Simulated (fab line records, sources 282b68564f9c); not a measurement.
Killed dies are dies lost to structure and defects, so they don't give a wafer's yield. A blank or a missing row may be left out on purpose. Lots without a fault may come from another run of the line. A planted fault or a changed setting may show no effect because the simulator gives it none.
Which tool did it? | flow rit_cmos | 15 lots, 45 wafers sampled, at 5 steps of a route of 202

WHAT THE GAUGES READ, wafer by wafer
RIT_FOX1_THK_MEAS_01.
lot  | measured    | on            | FOX1_OXIDE_THK (nm)
L341 | day 1 17:10 | film_metro-03 | 348 345 347
L342 | day 1 21:49 | film_metro-03 | 336 341 339
L343 | day 2 02:50 | film_metro-02 | 344 356 347
L344 | day 2 07:57 | film_metro-03 | 349 352 353
L346 | day 2 20:18 | film_metro-02 | 332 336 338
L347 | day 3 00:41 | film_metro-03 | 347 348 344
L348 | day 3 05:23 | film_metro-04 | 353 365 355
L349 | day 3 09:02 | film_metro-04 | 207 208 214
L351 | day 3 20:38 | film_metro-02 | 208 194 202
L352 | day 4 02:01 | film_metro-02 | 209 208 210
L356 | day 4 21:37 | film_metro-04 | 348 354 350
L359 | day 5 11:37 | film_metro-03 | 355 360 356
L361 | day 5 21:26 | film_metro-02 | 354 356 359
L362 | day 6 01:53 | film_metro-03 | 348 353 355
L364 | day 6 11:57 | film_metro-03 | 351 355 351

RIT_PWELL_TW_MEAS_10.
lot  | measured    | on            | PWELL_TW
L341 | day 1 22:52 | film_metro-01 | 932 933 934
L342 | day 2 03:34 | film_metro-02 | 946 945 942
L343 | day 2 08:19 | film_metro-04 | 928 927 932
L344 | day 2 13:49 | film_metro-04 | 927 930 931
L346 | day 3 01:58 | film_metro-04 | 938 941 949
L347 | day 3 06:30 | film_metro-02 | 944 940 939
L348 | day 3 11:23 | film_metro-02 | 941 944 941
L349 | day 3 14:45 | film_metro-02 | 941 942 943
L351 | day 4 02:55 | film_metro-04 | 933 937 930
L352 | day 4 07:46 | film_metro-01 | 926 928 928
L356 | day 5 03:41 | film_metro-02 | 948 950 952
L359 | day 5 17:14 | film_metro-04 | 932 933 932
L361 | day 6 03:11 | film_metro-04 | 932 933 935
L362 | day 6 07:38 | film_metro-02 | 953 949 949
L364 | day 6 17:34 | film_metro-04 | 939 934 938

RIT_GATE_OVL_MEAS_17.
lot  | measured    | on         | GATE_OVL (nm)
L341 | day 2 13:02 | overlay-01 | 0.8 -1.0 2.2
L342 | day 2 18:21 | overlay-01 | 0.7 0.0 1.0
L343 | day 2 21:40 | overlay-01 | 2.3 2.9 2.2
L344 | day 3 04:10 | overlay-02 | 1.1 -0.7 0.6
L346 | day 3 18:18 | overlay-02 | 1.4 4.3 3.7
L347 | day 4 00:31 | overlay-01 | -1.0 -1.7 -1.5
L348 | day 4 01:59 | overlay-01 | 2.1 0.7 1.8
L349 | day 4 04:59 | overlay-01 | -0.5 -1.0 -1.3
L351 | day 4 16:49 | overlay-02 | 2.3 2.4 0.9
L352 | day 4 23:01 | overlay-01 | -0.4 2.5 2.1
L356 | day 5 18:54 | overlay-02 | 1.5 2.8 1.4
L359 | day 6 07:49 | overlay-02 | -0.9 -0.1 0.0
L361 | day 6 16:19 | overlay-01 | 0.9 0.5 1.4
L362 | day 6 22:28 | overlay-01 | -1.6 -0.7 -0.7
L364 | day 7 07:50 | overlay-02 | -1.3 -1.0 1.7

WHICH TOOL RAN EACH LOT (tool, then ch and the chambers of the sampled wafers, then the start)
lot  | RIT_FOX1_OXIDATION_00        | RIT_NWELL_STRIP_09
L341 | furnace-03 ch 0, day 1 15:52 | plasma_asher-04 ch 0,1, day 1 21:08
L342 | furnace-01 ch 0, day 1 20:31 | plasma_asher-04 ch 0,1, day 2 01:41
L343 | furnace-04 ch 0, day 2 01:30 | plasma_asher-04 ch 0,1, day 2 06:37
L344 | furnace-04 ch 0, day 2 06:38 | plasma_asher-02 ch 0,1, day 2 11:48
L346 | furnace-03 ch 0, day 2 18:59 | plasma_asher-02 ch 0,1, day 3 00:07
L347 | furnace-04 ch 0, day 2 23:22 | plasma_asher-02 ch 0,1, day 3 04:46
L348 | furnace-01 ch 0, day 3 04:03 | plasma_asher-02 ch 0, day 3 09:31
L349 | furnace-03 ch 0, day 3 07:41 | plasma_asher-02 ch 0,1, day 3 12:56
L351 | furnace-03 ch 0, day 3 19:20 | plasma_asher-03 ch 0,1, day 4 01:11
L352 | furnace-03 ch 0, day 4 00:41 | plasma_asher-02 ch 0,1, day 4 05:46
L356 | furnace-01 ch 0, day 4 20:18 | plasma_asher-03 ch 0,1, day 5 01:58
L359 | furnace-01 ch 0, day 5 10:18 | plasma_asher-04 ch 0,1, day 5 15:22
L361 | furnace-01 ch 0, day 5 20:07 | plasma_asher-04 ch 0,1, day 6 01:28
L362 | furnace-04 ch 0, day 6 00:34 | plasma_asher-03 ch 0,1, day 6 05:54
L364 | furnace-01 ch 0, day 6 10:38 | plasma_asher-02 ch 0,1, day 6 15:51
- RIT_FOX1_OXIDATION_00: target thk 350.7 nm, ox time 1130 s.
- RIT_NWELL_STRIP_09: strips in O2, time 180 s.

WHAT THE TOOLS THEMSELVES READ (means of the sampled wafers that have a number; where no wafer has one, the mark that the record gives instead)
RIT_FOX1_OXIDATION_00.
lot  | tool       | tube_center_temp_C_max
L341 | furnace-03 | 1102.8
L342 | furnace-01 | 1102.9
L343 | furnace-04 | 1102.8
L344 | furnace-04 | 1102.7
L346 | furnace-03 | 1103.2
L347 | furnace-04 | 1102.5
L348 | furnace-01 | 1102.9
L349 | furnace-03 | 1102.7
L351 | furnace-03 | 1102.8
L352 | furnace-03 | 1102.8
L356 | furnace-01 | 1102.7
L359 | furnace-01 | 1102.6
L361 | furnace-01 | 1102.8
L362 | furnace-04 | 1103.0
L364 | furnace-01 | 1102.9

RIT_NWELL_STRIP_09.
lot  | tool            | drypump_motor_current_A (A)
L341 | plasma_asher-04 | 5.9
L342 | plasma_asher-04 | 6.4
L343 | plasma_asher-04 | 6.3
L344 | plasma_asher-02 | 5.9
L346 | plasma_asher-02 | 5.8
L347 | plasma_asher-02 | 5.8
L348 | plasma_asher-02 | 6.0
L349 | plasma_asher-02 | 5.9
L351 | plasma_asher-03 | 6.0
L352 | plasma_asher-02 | 5.9
L356 | plasma_asher-03 | 6.0
L359 | plasma_asher-04 | 5.9
L361 | plasma_asher-04 | 5.9
L362 | plasma_asher-03 | 6.2
L364 | plasma_asher-02 | 5.9

THE ANSWER, worked out from the rows above alone
Rule: what is usual is taken from the lots themselves. Put in order of their means at a reading, lots are off if they are a third of the lots or fewer, leave a main group of 4 or more, and stand apart from it by a gap of 3 or more times the standard deviation of the main group's means; of several such gaps the widest counts. A main group whose means are all the same, to the digits that the tables above print for the reading, isn't used. A lot without any number at a reading at which 4 lots or more have one is off too. The other lots that the step has rows for count as sound. The gauges are gone through in route order, then the tools' own readings, and for those a lot's mean is taken as printed above. The first step at which some lot is off is used, and at that step the reading that is off furthest; a lot without a number counts as furthest.
Off: L349, L351, L352, at RIT_FOX1_THK_MEAS_01 (FOX1_OXIDE_THK). The main group: mean 349 nm, standard deviation 6.6.
A tool fits if, at a process step before that reading, it ran every lot that is off, and no sound lot after the first of them. The gauges at RIT_FOX1_THK_MEAS_01 are tried like those tools. One fits: furnace-03 at RIT_FOX1_OXIDATION_00. Its last sound lot is L346 (day 2 18:59), its first lot that is off L349 (day 3 07:41): a fault that began between those two fits.

WHAT THE SIMULATOR HAD PUT IN
Process parameter drift: furnace-03, from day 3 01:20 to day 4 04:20, at RIT_FOX1_OXIDATION_00. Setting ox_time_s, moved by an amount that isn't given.
Lots struck among those shown: L349, L351, L352. The rule above found the same.
